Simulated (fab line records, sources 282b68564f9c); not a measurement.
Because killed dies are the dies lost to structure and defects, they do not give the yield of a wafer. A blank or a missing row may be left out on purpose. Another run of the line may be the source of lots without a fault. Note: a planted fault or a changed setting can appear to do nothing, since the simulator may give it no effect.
Struck lot and sound lot, side by side || flow rit_cmos || 15 steps out of a route of 202
Sound: wafers L928.1, L928.3, L928.6. Wafers struck: L931.1, L931.2, L931.4. The cause is named last.
For every step that has rows: the tool of each side, followed by ch and its chambers, followed by its first start. Under that, the readings that differ: sound wafers || struck wafers || difference of the means || sigmas: that difference in standard deviations of wafers without a fault.
alike: a reading whose means differ by less than 2 such deviations, as well as words and numbers matching on both sides. not compared: withheld readings; readings where some wafer has no value; bounds like >300 that might hide an equal value; numbers whose values overlap and for which the record gives no deviation.
A row with sigmas, a row that says differs or no value, or rows on one side alone: a step with any of these is where the two part. Non-overlapping numbers with no deviation appear without sigmas and do not part them. Lack of a reading on every wafer of one side parts them only where that side has two or more wafers.

first, 4 steps without rows for these wafers: RIT_PSD_SOFTBAKE_02 (time 60 s); RIT_PSD_EXPOSE_03 (exposes mask M10, target cd 40900 nm); RIT_PSD_PEB_04; RIT_PSD_DEVELOP_05 (develop time 50 s).
RIT_PSD_OVL_MEAS_06:
  sound on overlay-01 at day 3 22:17; struck on overlay-01 at day 4 14:06
  alike: PSD_OVL
then, 2 steps without rows for these wafers: RIT_PSD_HARDBAKE_07 (time 60 s); RIT_PSD_IMPLANT_08.
RIT_PSD_STRIP_09: strips in O2, time 180 s.
  sound on plasma_asher-02 ch 0,1, day 3 22:37; struck on plasma_asher-02 ch 0,1, day 4 14:26
  alike: drypump_motor_current_A
  not compared: rf_hours_counter_h
RIT_PSD_TW_MEAS_10:
  sound on film_metro-02 at day 3 22:47; struck on film_metro-01 at day 4 14:37
  alike: PSD_TW
then, 3 steps without rows for these wafers: RIT_SDANNEAL_CLEAN_00 (cleans in SC1, time 600 s); RIT_SDANNEAL_CLEAN_01 (cleans in dHF, time 30 s); RIT_SDANNEAL_CLEAN_02 (cleans in SC2, time 600 s).
RIT_SDANNEAL_RTA_03: time 5 s.
  sound on rtp_anneal-02 ch 0, day 3 23:13; struck on rtp_anneal-01 ch 0, day 4 15:16
  alike: wafer_temp_C_max
RIT_SDANNEAL_RS_MEAS_04: the measuring method here is four-point-probe.
  sound on film_metro-02 at day 3 23:17; struck on film_metro-01 at day 4 15:20
  alike: PSD_RS
RIT_M1_PROBE_99:
  sound on prober-02 at day 4 06:42; struck on prober-01 at day 4 23:13
  alike: killed_at_front_end, killed_dies, killed_open, killed_short

== WHERE THEY PART ==
Nowhere in this record.

WHY: what had been put in by the simulator
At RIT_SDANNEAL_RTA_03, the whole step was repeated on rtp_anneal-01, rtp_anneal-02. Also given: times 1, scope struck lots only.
